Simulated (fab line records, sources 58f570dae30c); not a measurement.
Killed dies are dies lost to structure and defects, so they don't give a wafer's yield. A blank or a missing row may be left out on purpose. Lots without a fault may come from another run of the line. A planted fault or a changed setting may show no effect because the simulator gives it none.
fab line records | flow berkeley_cmos170
record lots=5 wafers=15 last_day=10
route steps=331 shown CONTACT@222 M1@238
lots that met no fault: from a run of the same line without faults
start_h: hours from the record's first day to the start of the lot's first wafer shown | wait_h: hours since the lot's step before | " the same as in the row above | L1.1+2: a row that stands for several wafers | - no value, or no start given | * or withheld: withheld | < > ~ a bound
route shown NAME@n: a module of which the file shows steps, and the number in the route of the first | usual: mean/standard deviation of fault-free wafers | same: alike in all rows | chamber/n: place in a boat | sites: the reading at each site | _std_site: their standard deviation | _edge_site: outer sites' mean less inner sites' | radius_mm: how far each site lies from the wafer's centre | mask NAME#n: copy n | behind: the tool/chamber that last shaped the wafer | hold: why the lot was held/for how many hours/how that ended | device: the transistor (n, p or np) that didn't switch | end of line: the same wafers' tests at the end of the route | a step without rows: its recipe alone | killed: dies lost to structure and defects at the first sort, not the wafer's yield | map: a wafer's dies, x killed, . not, _ none there
set.NAME: the setting as run; set.NAME@STEP: as run at that earlier step | model.NAME: the simulator's own value behind a step, which no gauge read
lots at some steps of the route; a table a step, a row a wafer
services: from which hour (start_h, from the record's first day; less than 0 if before it) a tool's chamber was out of use, for how many hours, and why
## steps
# step UCB170_CONTACT_STRIP_06
# recipe chemistry=O2 power_w=400 pressure_mtorr=3500 platen_temp_c=withheld o2_flow_sccm=400 overash_fraction=0.5
# usual drypump_motor_current_A=5.5/0.49 oes_product_au=0.734/0.0047 strip_time_to_endpoint_s=22.01/0.059
# columns lot.wafer tool chamber start_h wait_h drypump_motor_current_A oes_product_au rf_hours_counter_h strip_time_to_endpoint_s
L078.1 plasma_asher-03 1 160.94 0.1 5.3 0.736 4 22.08
L078.2 " 0 " " 5.2 0.737 4 22.14
L078.5 " 1 " " 5.3 0.735 - 22.06
L080.1 plasma_asher-02 1 184.90 0.1 5.7 0.739 46 22.03
L080.3 " 1 " " 5.7 0.734 - 22.01
L080.4 " 0 " " 4.9 0.726 - 22.02
L082.2 plasma_asher-01 1 186.70 0.1 6.3 0.729 45 22.05
L082.4 " 1 " " 6.3 0.741 - 21.95
L082.6 " 1 " " 6.3 0.738 - 22.03
L085.4 plasma_asher-02 1 195.45 0.1 5.7 0.743 - 21.88
L085.5 " 1 " " 5.7 0.739 - 21.95
L085.6 " 0 " " 5.0 0.735 - 21.87
L090.2 plasma_asher-01 1 224.32 0.1 6.4 0.739 49 22.01
L090.3 " 0 " " 6.1 0.732 - 22.05
L090.6 " 0 " " 6.1 0.734 - 22.06
# step UCB170_CONTACT_CLEAN_07
# recipe chemistry=SPM temp_c=120 time_s=600
# columns lot.wafer tool chamber start_h wait_h
L078.1+2+5 wet_bench-01 2 161.04 0.1
L080.1+3+4 wet_bench-01 1 185.00 0.1
L082.2+4+6 wet_bench-04 3 186.84 0.1
L085.4+5+6 wet_bench-01 0 195.52 0.0
L090.2+3+6 wet_bench-02 0 226.49 2.1
# step UCB170_CONTACT_RTA_08
# recipe temp_c=900 time_s=10 ambient=N2
# usual lamp_power_pct=25.2/0.99 wafer_temp_C_max=904.2/0.85
# columns lot.wafer tool chamber start_h wait_h lamp_power_pct wafer_temp_C_max
L078.1 rtp_anneal-01 0 161.23 0.0 26.3 903.8
L078.2 " 0 " " 26.2 903.7
L078.5 " 0 " " 26.3 905.0
L080.1 rtp_anneal-02 0 185.17 0.0 24.3 903.7
L080.3 " 0 " " 24.3 905.0
L080.4 " 0 " " 24.3 905.5
L082.2 rtp_anneal-02 0 187.10 0.1 24.3 905.1
L082.4 " 0 " " 24.3 904.4
L082.6 " 0 " " 24.3 904.2
L085.4 rtp_anneal-01 0 195.72 0.0 26.3 904.2
L085.5 " 0 " " 26.3 902.5
L085.6 " 0 " " 26.3 903.7
L090.2 rtp_anneal-01 0 226.68 0.0 26.2 904.5
L090.3 " 0 " " 26.3 904.5
L090.6 " 0 " " 26.2 904.0
# step UCB170_CONTACT_COAT_09
# recipe resist=BARC temp_c=withheld time_s=withheld spin_rpm=3000 resist_thk_nm=withheld
# usual chill_plate_temp_C=*
# columns lot.wafer tool chamber start_h wait_h chill_plate_temp_C
L078.1 litho_track-01 0 161.29 0.1 *
L078.2 " 0 " " *
L078.5 " 0 " " *
L080.1 litho_track-01 0 185.24 0.1 *
L080.3 " 0 " " *
L080.4 " 0 " " *
L082.2 litho_track-04 0 187.18 0.1 *
L082.4 " 0 " " *
L082.6 " 0 " " *
L085.4 litho_track-01 0 195.83 0.1 *
L085.5 " 0 " " *
L085.6 " 0 " " *
L090.2 litho_track-01 0 226.76 0.1 *
L090.3 " 0 " " *
L090.6 " 0 " " *
# step UCB170_CONTACT_COAT_10
# recipe resist=KrF spin_rpm=1500 resist_thk_nm=900
# usual chill_plate_temp_C=23.02/0.1
# columns lot.wafer tool chamber start_h wait_h chill_plate_temp_C
L078.1 litho_track-01 0 - - 23.14
L078.2 " 0 " " 23.29
L078.5 " 0 " " 23.23
L080.1 litho_track-01 0 - - 23.22
L080.3 " 0 " " 23.07
L080.4 " 0 " " 23.21
L082.2 litho_track-04 0 - - 22.90
L082.4 " 0 " " 22.89
L082.6 " 0 " " 23.13
L085.4 litho_track-01 0 - - 23.01
L085.5 " 0 " " 22.83
L085.6 " 0 " " 23.03
L090.2 litho_track-01 0 - - 23.10
L090.3 " 0 " " 23.07
L090.6 " 0 " " 23.03
# step UCB170_CONTACT_SOFTBAKE_11
# recipe resist=KrF temp_c=130 time_s=60
# usual chill_plate_temp_C=23.02/0.1 plate_temp_C=130.05/0.13
# columns lot.wafer tool chamber start_h wait_h chill_plate_temp_C plate_temp_C
L078.1 litho_track-01 0 - - 23.23 130.17
L078.2 " 0 " " 23.23 130.01
L078.5 " 0 " " 23.11 130.07
L080.1 litho_track-01 0 - - 22.96 129.99
L080.3 " 0 " " 23.17 130.10
L080.4 " 0 " " 22.94 129.72
L082.2 litho_track-04 0 - - 23.06 130.15
L082.4 " 0 " " 23.16 130.26
L082.6 " 0 " " 23.23 130.15
L085.4 litho_track-01 0 - - 22.90 129.98
L085.5 " 0 " " 22.82 130.16
L085.6 " 0 " " 22.97 129.92
L090.2 litho_track-01 0 - - 22.94 130.08
L090.3 " 0 " " 22.90 130.14
L090.6 " 0 " " 22.99 129.98
# step UCB170_CONTACT_EXPOSE_12
# recipe mask_id=CONT target_cd_nm=700 na=0.5 sigma_outer=0.6 source_shape=conventional dose_mj=35
# usual focus_offset_nm=0.1/0.5
# columns lot.wafer tool chamber start_h wait_h mask focus_offset_nm
L078.1 krf_scanner-02 0 161.96 - CONT#0 -0.3
L078.2 " 0 " " CONT#0 -0.2
L078.5 " 0 " " CONT#0 0.1
L080.1 krf_scanner-02 0 185.69 - CONT#0 0.5
L080.3 " 0 " " CONT#0 0.8
L080.4 " 0 " " CONT#0 0.2
L082.2 krf_scanner-01 0 187.81 - CONT#0 -0.1
L082.4 " 0 " " CONT#0 0.0
L082.6 " 0 " " CONT#0 0.5
L085.4 krf_scanner-01 0 196.27 - CONT#0 -0.1
L085.5 " 0 " " CONT#0 0.3
L085.6 " 0 " " CONT#0 0.5
L090.2 krf_scanner-01 0 227.20 - CONT#0 -0.3
L090.3 " 0 " " CONT#0 0.0
L090.6 " 0 " " CONT#0 0.3
# step UCB170_CONTACT_PEB_13
# recipe peb_temp_c=130 peb_time_s=withheld resist=KrF
# usual chill_plate_temp_C=22.97/0.1 plate_temp_C=130.00/0.14
# columns lot.wafer tool chamber start_h wait_h chill_plate_temp_C plate_temp_C
L078.1 litho_track-04 0 162.08 0.1 22.74 129.96
L078.2 " 0 " " 22.95 130.26
L078.5 " 0 " " 22.94 130.02
L080.1 litho_track-03 0 185.81 0.1 22.86 130.16
L080.3 " 0 " " 22.86 129.88
L080.4 " 0 " " 22.94 130.32
L082.2 litho_track-03 0 187.96 0.1 22.97 130.17
L082.4 " 0 " " 22.99 130.10
L082.6 " 0 " " 22.92 130.33
L085.4 litho_track-01 0 196.40 0.1 22.97 130.02
L085.5 " 0 " " 22.74 130.16
L085.6 " 0 " " 22.91 130.04
L090.2 litho_track-01 0 227.66 0.4 22.98 130.01
L090.3 " 0 " " 23.04 129.87
L090.6 " 0 " " 23.00 130.17
# step UCB170_CONTACT_DEVELOP_14
# recipe developer=TMAH develop_time_s=45 resist=KrF dev_temp_c=21
# usual chill_plate_temp_C=23.02/0.099
# columns lot.wafer tool chamber start_h wait_h chill_plate_temp_C
L078.1 litho_track-04 0 - - 23.08
L078.2 " 0 " " 23.03
L078.5 " 0 " " 22.87
L080.1 litho_track-03 0 - - 23.06
L080.3 " 0 " " 23.04
L080.4 " 0 " " 22.94
L082.2 litho_track-03 0 - - 23.17
L082.4 " 0 " " 23.20
L082.6 " 0 " " 23.17
L085.4 litho_track-01 0 - - 23.14
L085.5 " 0 " " 23.13
L085.6 " 0 " " 23.11
L090.2 litho_track-01 0 - - 22.98
L090.3 " 0 " " 23.05
L090.6 " 0 " " 23.09
# step UCB170_CONTACT_CD_MEAS_15
# recipe target_cd_nm=700
# usual cd_nm=699.7/1.3
# columns lot.wafer tool chamber start_h wait_h cd_nm
L078.1 cd_sem-01 - 162.49 - 700.1
L078.2 " - " " 699.3
L078.5 " - " " 696.4
L080.1 cd_sem-02 - 186.08 - 701.4
L080.3 " - " " 701.5
L080.4 " - " " 700.6
L082.2 cd_sem-02 - 188.23 - 700.6
L082.4 " - " " 701.5
L082.6 " - " " 701.4
L085.4 cd_sem-01 - 196.66 - 697.4
L085.5 " - " " 698.5
L085.6 " - " " 696.4
L090.2 cd_sem-02 - 227.93 - 698.6
L090.3 " - " " 698.3
L090.6 " - " " 698.0
# step UCB170_CONTACT_OVL_MEAS_16
# usual CONTACT_OVL=-2/6
# columns lot.wafer tool chamber start_h wait_h CONTACT_OVL[nm]
L078.1 overlay-01 - 162.61 0.1 4
L078.2 " - " " 4
L078.5 " - " " 2
L080.1 overlay-02 - 186.20 0.1 9
L080.3 " - " " -1
L080.4 " - " " -4
L082.2 overlay-01 - 188.34 0.1 -3
L082.4 " - " " -3
L082.6 " - " " -7
L085.4 overlay-02 - 196.74 0.1 0
L085.5 " - " " -2
L085.6 " - " " -8
L090.2 overlay-02 - 228.04 0.1 -7
L090.3 " - " " -3
L090.6 " - " " -8
# step UCB170_CONTACT_ETCH_17
# recipe chemistry=N2/H2 target_depth_a=withheld overetch_a=withheld target=BARC time_s=withheld source_w=500 bias_w=100 pressure_mtorr=30 n2_flow_sccm=100 h2_flow_sccm=200
# usual drypump_motor_current_A=5.8/0.41 oes_product_au=1.000/0.012 rf_fwd_power_W=495.7/1.8 throttle_valve_pct=13.34/0.19
# columns lot.wafer tool chamber start_h wait_h drypump_motor_current_A oes_product_au rf_fwd_power_W throttle_valve_pct
L078.1 rie_diel-02 1 162.64 0.0 5.2 1.008 497.1 13.37
L078.2 " 0 " " 6.3 0.974 493.2 13.22
L078.5 " 1 " " 5.2 1.004 496.9 13.36
L080.1 rie_diel-01 2 186.24 0.0 6.0 1.017 497.7 13.20
L080.3 " 1 " " 5.5 0.995 494.6 13.00
L080.4 " 0 " " 5.7 1.020 495.1 13.37
L082.2 rie_diel-02 3 188.37 0.0 6.0 1.002 495.7 13.07
L082.4 " 2 " " 6.6 1.023 498.8 13.22
L082.6 " 0 " " 6.3 0.984 491.5 13.22
L085.4 rie_diel-04 2 196.75 0.0 6.0 0.989 494.7 13.66
L085.5 " 1 " " 5.7 0.985 494.9 13.53
L085.6 " 0 " " 5.9 0.995 496.2 13.52
L090.2 rie_diel-01 1 228.07 0.0 5.5 0.977 495.6 12.99
L090.3 " 0 " " 5.7 1.005 495.8 13.37
L090.6 " 0 " " 5.8 0.999 495.5 13.37
# step UCB170_CONTACT_ETCH_18
# recipe chemistry=CHF3/CF4/Ar target=PSG stop_on=TiSi2 CHF3_flow_sccm=45 cf4_flow_sccm=15 Ar_flow_sccm=150 pressure_mtorr=200 rf_w=700 target_depth_a=8400 over_etch_frac=0.2 time_s=195
# usual drypump_motor_current_A=5.8/0.41 mfc_ar_sccm=150.0/0.44 oes_product_au=0.894/0.0096 rf_fwd_power_W=697.8/2.3 throttle_valve_pct=6.95/0.13
# columns lot.wafer tool chamber start_h wait_h drypump_motor_current_A mfc_ar_sccm oes_product_au rf_fwd_power_W rf_hours_counter_h throttle_valve_pct
L078.1 rie_diel-02 1 - - 5.2 150.5 0.901 703.6 6 6.95
L078.2 " 0 " " 6.3 150.3 0.884 696.8 144 6.83
L078.5 " 1 " " 5.2 150.0 0.897 700.5 - 6.95
L080.1 rie_diel-01 2 - - 6.0 148.8 0.898 695.3 73 6.84
L080.3 " 1 " " 5.5 150.1 0.880 694.5 10 6.74
L080.4 " 0 " " 5.7 149.9 0.898 693.4 119 7.00
L082.2 rie_diel-02 3 - - 5.9 149.7 0.896 697.4 87 6.77
L082.4 " 2 " " 6.6 149.8 0.898 694.6 52 6.88
L082.6 " 0 " " 6.3 149.8 0.885 698.5 - 6.84
L085.4 rie_diel-04 2 - - 6.0 150.6 0.899 699.9 138 7.14
L085.5 " 1 " " 5.7 149.7 0.896 696.5 - 7.09
L085.6 " 0 " " 5.9 150.5 0.883 696.5 - 7.08
L090.2 rie_diel-01 1 - - 5.5 150.0 0.885 702.0 12 6.74
L090.3 " 0 " " 5.8 149.2 0.897 700.0 121 7.00
L090.6 " 0 " " 5.8 149.5 0.893 697.9 - 7.00
# step UCB170_CONTACT_STRIP_19
# recipe chemistry=O2 power_w=400 pressure_mtorr=3500 platen_temp_c=withheld o2_flow_sccm=400 overash_fraction=0.5
# usual drypump_motor_current_A=5.4/0.39 oes_product_au=0.726/0.0043
# columns lot.wafer tool chamber start_h wait_h drypump_motor_current_A oes_product_au rf_hours_counter_h
L078.1 plasma_asher-03 0 162.81 - 5.2 0.728 4
L078.2 " 1 " " 5.2 0.725 4
L078.5 " 0 " " 5.2 0.729 -
L080.1 plasma_asher-03 0 186.41 - 5.2 0.723 7
L080.3 " 1 " " 5.2 0.727 -
L080.4 " 0 " " 5.2 0.727 -
L082.2 plasma_asher-03 0 188.54 - 5.2 0.726 7
L082.4 " 1 " " 5.3 0.731 -
L082.6 " 0 " " 5.2 0.728 -
L085.4 plasma_asher-02 0 196.95 - 4.9 0.731 -
L085.5 " 1 " " 5.7 0.730 -
L085.6 " 0 " " 4.9 0.727 -
L090.2 plasma_asher-02 1 228.23 - 5.7 0.719 51
L090.3 " 0 " " 5.0 0.734 -
L090.6 " 1 " " 5.7 0.727 -
# step UCB170_CONTACT_CD_MEAS_90
# recipe target_cd_nm=700
# usual cd_nm=699.8/1.4
# columns lot.wafer tool chamber start_h wait_h cd_nm
L078.1 cd_sem-02 - 162.92 0.1 699.7
L078.2 " - " " 698.7
L078.5 " - " " 695.4
L080.1 cd_sem-01 - 186.51 0.1 699.8
L080.3 " - " " 700.4
L080.4 " - " " 701.1
L082.2 cd_sem-01 - 188.66 0.1 701.6
L082.4 " - " " 702.2
L082.6 " - " " 701.4
L085.4 cd_sem-02 - 197.08 0.1 697.9
L085.5 " - " " 698.6
L085.6 " - " " 696.1
L090.2 cd_sem-01 - 228.35 0.1 699.2
L090.3 " - " " 698.9
L090.6 " - " " 698.7
# step UCB170_CONTACT_CLEAN_20
# recipe chemistry=SPM temp_c=120 time_s=600
# columns lot.wafer tool chamber start_h wait_h
L078.1+2+5 wet_bench-04 1 163.04 0.1
L080.1+3+4 wet_bench-04 1 186.63 0.1
L082.2+4+6 wet_bench-02 2 188.76 0.1
L085.4+5+6 wet_bench-01 3 197.14 0.0
L090.2+3+6 wet_bench-04 0 228.45 0.1
# step UCB170_M1_SPUTTER_00
# recipe material=Al target_thk_nm=600 time_s=80 power_w=6000 chamber_pressure_pa=0.5
# usual throttle_valve_pct=29.7/0.83
# columns lot.wafer tool chamber start_h wait_h throttle_valve_pct
L078.1 pvd_sputter-03 - 163.21 0.0 30.0
L078.2 " - " " 28.6
L078.5 " - " " 29.3
L080.1 pvd_sputter-03 - 186.82 0.0 28.9
L080.3 " - " " 28.6
L080.4 " - " " 29.9
L082.2 pvd_sputter-04 - 188.95 0.0 28.6
L082.4 " - " " 29.9
L082.6 " - " " 30.3
L085.4 pvd_sputter-01 - 197.32 0.0 30.1
L085.5 " - " " 30.0
L085.6 " - " " 28.9
L090.2 pvd_sputter-01 - 228.63 0.0 29.9
L090.3 " - " " 31.1
L090.6 " - " " 29.8
# step UCB170_M1_RS_MEAS_01
# recipe thk_meas_gauge=four-point-probe reads=Al_of_M1_SPUTTER_00
# usual M1_AL_RS=0.0487/0.00043
# columns lot.wafer tool chamber start_h wait_h M1_AL_RS[ohm/sq]
L078.1 film_metro-02 - 163.27 0.0 0.0490
L078.2 " - " " 0.0494
L078.5 " - " " 0.0497
L080.1 film_metro-02 - 186.88 0.0 0.0492
L080.3 " - " " 0.0493
L080.4 " - " " 0.0493
L082.2 film_metro-03 - 189.03 0.1 0.0482
L082.4 " - " " 0.0485
L082.6 " - " " 0.0486
L085.4 film_metro-02 - 197.44 0.1 0.0478
L085.5 " - " " 0.0484
L085.6 " - " " 0.0482
L090.2 film_metro-02 - 228.71 0.1 0.0485
L090.3 " - " " 0.0489
L090.6 " - " " 0.0483
# step UCB170_M1_THK_MEAS_02
# recipe thk_meas_gauge=xrf reads=Al_of_M1_SPUTTER_00
# usual M1_AL_THK=607/5.9
# columns lot.wafer tool chamber start_h wait_h M1_AL_THK[nm]
L078.1 film_metro-02 - 163.39 0.1 602
L078.2 " - " " 598
L078.5 " - " " 597
L080.1 film_metro-02 - 187.00 0.1 599
L080.3 " - " " 602
L080.4 " - " " 600
L082.2 film_metro-03 - 189.14 0.1 608
L082.4 " - " " 607
L082.6 " - " " 604
L085.4 film_metro-02 - 197.53 0.1 619
L085.5 " - " " 608
L085.6 " - " " 615
L090.2 film_metro-02 - 228.82 0.1 606
L090.3 " - " " 603
L090.6 " - " " 604
# step UCB170_M1_COAT_03
# recipe resist=BARC temp_c=withheld time_s=withheld spin_rpm=3000 resist_thk_nm=withheld
# usual chill_plate_temp_C=*
# columns lot.wafer tool chamber start_h wait_h chill_plate_temp_C
L078.1 litho_track-01 0 163.45 0.1 *
L078.2 " 0 " " *
L078.5 " 0 " " *
L080.1 litho_track-02 0 187.06 0.1 *
L080.3 " 0 " " *
L080.4 " 0 " " *
L082.2 litho_track-02 0 189.21 0.1 *
L082.4 " 0 " " *
L082.6 " 0 " " *
L085.4 litho_track-01 0 197.84 0.3 *
L085.5 " 0 " " *
L085.6 " 0 " " *
L090.2 litho_track-01 0 228.89 0.1 *
L090.3 " 0 " " *
L090.6 " 0 " " *
# step UCB170_M1_COAT_04
# recipe resist=KrF spin_rpm=1500 resist_thk_nm=900
# usual chill_plate_temp_C=22.99/0.095
# columns lot.wafer tool chamber start_h wait_h chill_plate_temp_C
L078.1 litho_track-01 0 - - 22.87
L078.2 " 0 " " 23.03
L078.5 " 0 " " 23.06
L080.1 litho_track-02 0 - - 22.93
L080.3 " 0 " " 22.79
L080.4 " 0 " " 22.97
L082.2 litho_track-02 0 - - 22.97
L082.4 " 0 " " 22.95
L082.6 " 0 " " 23.01
L085.4 litho_track-01 0 - - 22.98
L085.5 " 0 " " 23.09
L085.6 " 0 " " 23.02
L090.2 litho_track-01 0 - - 22.88
L090.3 " 0 " " 23.01
L090.6 " 0 " " 23.00
# step UCB170_M1_SOFTBAKE_05
# recipe resist=KrF temp_c=130 time_s=60
# usual chill_plate_temp_C=22.99/0.11 plate_temp_C=129.98/0.12
# columns lot.wafer tool chamber start_h wait_h chill_plate_temp_C plate_temp_C
L078.1 litho_track-01 0 - - 23.00 130.03
L078.2 " 0 " " 23.11 130.07
L078.5 " 0 " " 23.18 130.01
L080.1 litho_track-02 0 - - 22.80 129.83
L080.3 " 0 " " 22.86 129.93
L080.4 " 0 " " 22.90 129.88
L082.2 litho_track-02 0 - - 23.08 130.00
L082.4 " 0 " " 23.27 129.99
L082.6 " 0 " " 23.14 130.21
L085.4 litho_track-01 0 - - 23.00 130.00
L085.5 " 0 " " 22.84 130.06
L085.6 " 0 " " 23.00 130.11
L090.2 litho_track-01 0 - - 23.05 129.91
L090.3 " 0 " " 22.91 129.81
L090.6 " 0 " " 23.01 130.00
# step UCB170_M1_EXPOSE_06
# recipe mask_id=METAL1 target_cd_nm=700 na=0.5 sigma_outer=0.6 source_shape=conventional dose_mj=21
# usual focus_offset_nm=0.1/0.52
# columns lot.wafer tool chamber start_h wait_h mask focus_offset_nm
L078.1 krf_scanner-02 0 163.90 - METAL1#0 0.4
L078.2 " 0 " " METAL1#0 1.0
L078.5 " 0 " " METAL1#0 -0.3
L080.1 krf_scanner-01 0 187.51 - METAL1#0 0.7
L080.3 " 0 " " METAL1#0 0.4
L080.4 " 0 " " METAL1#0 1.0
L082.2 krf_scanner-02 0 189.78 - METAL1#0 0.6
L082.4 " 0 " " METAL1#0 0.9
L082.6 " 0 " " METAL1#0 0.7
L085.4 krf_scanner-02 0 198.45 - METAL1#0 -0.5
L085.5 " 0 " " METAL1#0 0.2
L085.6 " 0 " " METAL1#0 -0.2
L090.2 krf_scanner-01 0 229.46 - METAL1#0 0.3
L090.3 " 0 " " METAL1#0 -1.0
L090.6 " 0 " " METAL1#0 0.0
# step UCB170_M1_PEB_07
# recipe peb_temp_c=130 peb_time_s=withheld resist=KrF
# usual chill_plate_temp_C=23.02/0.1 plate_temp_C=130.02/0.12
# columns lot.wafer tool chamber start_h wait_h chill_plate_temp_C plate_temp_C
L078.1 litho_track-01 0 164.18 0.3 23.05 130.13
L078.2 " 0 " " 22.98 129.99
L078.5 " 0 " " 22.96 129.99
L080.1 litho_track-01 0 187.62 0.1 23.09 130.16
L080.3 " 0 " " 23.04 130.27
L080.4 " 0 " " 23.08 130.06
L082.2 litho_track-02 0 189.91 0.1 23.05 129.86
L082.4 " 0 " " 23.00 130.09
L082.6 " 0 " " 23.03 130.06
L085.4 litho_track-02 0 198.58 0.1 22.98 130.12
L085.5 " 0 " " 22.91 129.89
L085.6 " 0 " " 22.95 130.03
L090.2 litho_track-01 0 229.59 0.1 23.07 129.94
L090.3 " 0 " " 22.79 130.01
L090.6 " 0 " " 23.12 129.98
# step UCB170_M1_DEVELOP_08
# recipe developer=TMAH develop_time_s=45 resist=KrF dev_temp_c=21
# usual chill_plate_temp_C=23.00/0.1
# columns lot.wafer tool chamber start_h wait_h chill_plate_temp_C
L078.1 litho_track-01 0 - - 22.83
L078.2 " 0 " " 22.92
L078.5 " 0 " " 23.10
L080.1 litho_track-01 0 - - 22.83
L080.3 " 0 " " 22.91
L080.4 " 0 " " 22.79
L082.2 litho_track-02 0 - - 23.03
L082.4 " 0 " " 23.08
L082.6 " 0 " " 23.11
L085.4 litho_track-02 0 - - 23.15
L085.5 " 0 " " 22.96
L085.6 " 0 " " 23.07
L090.2 litho_track-01 0 - - 22.92
L090.3 " 0 " " 22.94
L090.6 " 0 " " 23.05
# step UCB170_M1_CD_MEAS_09
# recipe target_cd_nm=700
# usual cd_nm=700.3/1.4
# columns lot.wafer tool chamber start_h wait_h cd_nm
L078.1 cd_sem-01 - 164.45 - 701.2
L078.2 " - " " 701.2
L078.5 " - " " 702.3
L080.1 cd_sem-02 - 187.90 - 700.1
L080.3 " - " " 701.2
L080.4 " - " " 700.4
L082.2 cd_sem-01 - 190.18 - 702.7
L082.4 " - " " 702.9
L082.6 " - " " 701.5
L085.4 cd_sem-01 - 198.84 - 697.7
L085.5 " - " " 699.6
L085.6 " - " " 698.2
L090.2 cd_sem-01 - 229.86 - 701.5
L090.3 " - " " 701.1
L090.6 " - " " 700.1
# step UCB170_M1_OVL_MEAS_10
# usual M1_OVL=-1/6
# columns lot.wafer tool chamber start_h wait_h M1_OVL[nm]
L078.1 overlay-01 - 164.57 0.1 0
L078.2 " - " " -2
L078.5 " - " " 4
L080.1 overlay-01 - 188.02 0.1 5
L080.3 " - " " -4
L080.4 " - " " 10
L082.2 overlay-01 - 190.28 0.1 -4
L082.4 " - " " -8
L082.6 " - " " -2
L085.4 overlay-02 - 198.92 0.1 -4
L085.5 " - " " -5
L085.6 " - " " -3
L090.2 overlay-01 - 229.96 0.1 -10
L090.3 " - " " 0
L090.6 " - " " -7
# step UCB170_M1_ETCH_11
# recipe chemistry=N2/H2 target_depth_a=withheld overetch_a=withheld target=BARC time_s=withheld source_w=500 bias_w=100 pressure_mtorr=30 n2_flow_sccm=100 h2_flow_sccm=200
# usual drypump_motor_current_A=5.9/0.46 oes_product_au=1.002/0.011 rf_fwd_power_W=495.5/1.5 throttle_valve_pct=13.30/0.16
# columns lot.wafer tool chamber start_h wait_h drypump_motor_current_A oes_product_au rf_fwd_power_W throttle_valve_pct
L078.1 rie_diel-03 3 164.61 0.0 5.4 1.005 497.3 13.20
L078.2 " 1 " " 5.6 0.990 496.4 13.46
L078.5 " 2 " " 5.9 0.997 493.4 13.32
L080.1 rie_diel-04 1 188.06 0.0 5.7 0.991 497.6 13.53
L080.3 " 0 " " 6.0 0.988 494.8 13.53
L080.4 " 3 " " 6.3 1.009 493.1 13.48
L082.2 rie_diel-02 1 190.31 0.0 5.2 0.999 494.8 13.36
L082.4 " 3 " " 6.0 1.010 493.7 13.06
L082.6 " 0 " " 6.3 0.977 493.9 13.22
L085.4 rie_diel-02 1 198.96 0.0 5.2 1.006 495.4 13.37
L085.5 " 2 " " 6.6 1.014 496.8 13.23
L085.6 " 3 " " 5.9 1.005 495.3 13.06
L090.2 rie_diel-03 3 229.99 0.0 5.4 0.999 495.9 13.18
L090.3 " 2 " " 5.8 0.995 495.4 13.33
L090.6 " 2 " " 5.8 1.003 493.7 13.33
# step UCB170_M1_METAL_ETCH_12
# recipe chemistry=Cl2/BCl3 target=Al stop_on=PSG pressure_mtorr=12 target_depth_a=7800 over_etch_frac=0.3 time_s=130 icp_w=600 bias_w=120 Cl2_flow_sccm=90 bcl3_flow_sccm=45
# usual drypump_motor_current_A=5.5/0.59 oes_product_au=0.856/0.0087 rf_fwd_power_W=597.3/1.6 throttle_valve_pct=24.31/0.056
# columns lot.wafer tool chamber start_h wait_h drypump_motor_current_A oes_product_au rf_fwd_power_W rf_hours_counter_h throttle_valve_pct
L078.1 rie_metal-04 0 164.65 - 5.1 0.863 599.2 5 24.30
L078.2 " 1 " " 6.1 0.844 597.9 1 24.27
L078.5 " 0 " " 5.1 0.844 597.0 - 24.32
L080.1 rie_metal-04 0 188.10 - 5.1 0.851 598.7 5 24.32
L080.3 " 1 " " 6.1 0.854 598.4 - 24.30
L080.4 " 0 " " 5.1 0.858 598.0 - 24.30
L082.2 rie_metal-03 0 190.40 - 4.7 0.850 601.0 - 24.29
L082.4 " 0 " " 4.7 0.856 598.8 - 24.29
L082.6 " 0 " " 4.7 0.857 597.7 - 24.29
L085.4 rie_metal-03 0 199.11 - 4.7 0.859 600.0 - 24.29
L085.5 " 0 " " 4.7 0.847 599.6 - 24.28
L085.6 " 0 " " 4.7 0.848 598.6 - 24.30
L090.2 rie_metal-03 0 230.03 - 4.7 0.859 599.8 3 24.29
L090.3 " 0 " " 4.7 0.855 598.2 - 24.31
L090.6 " 1 " " 5.8 0.855 596.8 - 24.35
# step UCB170_M1_STRIP_13
# recipe chemistry=O2 power_w=400 pressure_mtorr=3500 platen_temp_c=withheld o2_flow_sccm=400 overash_fraction=0.5
# usual drypump_motor_current_A=5.7/0.44 oes_product_au=0.719/0.0045
# columns lot.wafer tool chamber start_h wait_h drypump_motor_current_A oes_product_au rf_hours_counter_h
L078.1 plasma_asher-04 0 164.79 0.1 6.1 0.717 44
L078.2 " 1 " " 5.6 0.716 44
L078.5 " 0 " " 6.1 0.717 -
L080.1 plasma_asher-04 0 188.23 0.1 6.2 0.719 47
L080.3 " 1 " " 5.6 0.719 -
L080.4 " 0 " " 6.1 0.717 -
L082.2 plasma_asher-01 1 190.62 0.2 6.4 0.720 45
L082.4 " 1 " " 6.4 0.713 -
L082.6 " 1 " " 6.3 0.720 -
L085.4 plasma_asher-04 1 199.28 0.1 5.6 0.720 -
L085.5 " 1 " " 5.6 0.718 -
L085.6 " 0 " " 6.1 0.721 -
L090.2 plasma_asher-02 1 230.17 0.1 5.7 0.716 51
L090.3 " 1 " " 5.7 0.719 -
L090.6 " 0 " " 4.9 0.724 -
# step UCB170_M1_CD_MEAS_90
# recipe target_cd_nm=700
# usual cd_nm=700.0/1.8
# columns lot.wafer tool chamber start_h wait_h cd_nm
L078.1 cd_sem-02 - 164.89 0.1 700.7
L078.2 " - " " 701.3
L078.5 " - " " 700.9
L080.1 cd_sem-01 - 188.33 0.1 698.6
L080.3 " - " " 701.8
L080.4 " - " " 701.1
L082.2 cd_sem-02 - 190.75 0.1 703.0
L082.4 " - " " 703.9
L082.6 " - " " 702.9
L085.4 cd_sem-01 - 199.41 0.1 698.3
L085.5 " - " " 701.0
L085.6 " - " " 699.0
L090.2 cd_sem-02 - 230.29 0.1 699.9
L090.3 " - " " 698.3
L090.6 " - " " 699.6
## services
# columns tool chamber start_h hours kind
krf_scanner-02 - 138.07 2.1 repair
plasma_asher-03 - 144.91 1.1 repair
krf_scanner-02 - 145.07 0.1 repair
krf_scanner-02 - 153.15 0.2 repair
rie_diel-03 3 154.94 2.8 repair
krf_scanner-01 - 160.39 3.6 pm
rie_diel-04 2 162.04 7.4 repair
plasma_asher-03 - 164.81 1.9 repair
pvd_sputter-01 - 178.85 3.9 repair
rie_diel-02 - 184.79 0.3 repair
krf_scanner-02 - 192.52 2.4 repair
rie_diel-02 0 193.69 - clean
krf_scanner-01 - 198.00 1.0 pm
rie_diel-04 - 198.78 0.8 repair
rie_diel-01 - 204.77 0.5 repair
krf_scanner-01 - 206.72 0.8 pm
rie_diel-01 2 206.85 33.7 repair
krf_scanner-01 - 208.69 1.3 pm
rtp_anneal-01 - 212.17 3.4 pm
rie_diel-03 1 212.57 9.3 repair
rie_metal-04 0 214.46 1.2 repair
rie_diel-01 1 218.98 5.3 repair
krf_scanner-02 - 225.05 1.0 pm
rie_diel-02 2 225.12 16.6 repair
## key
fault none
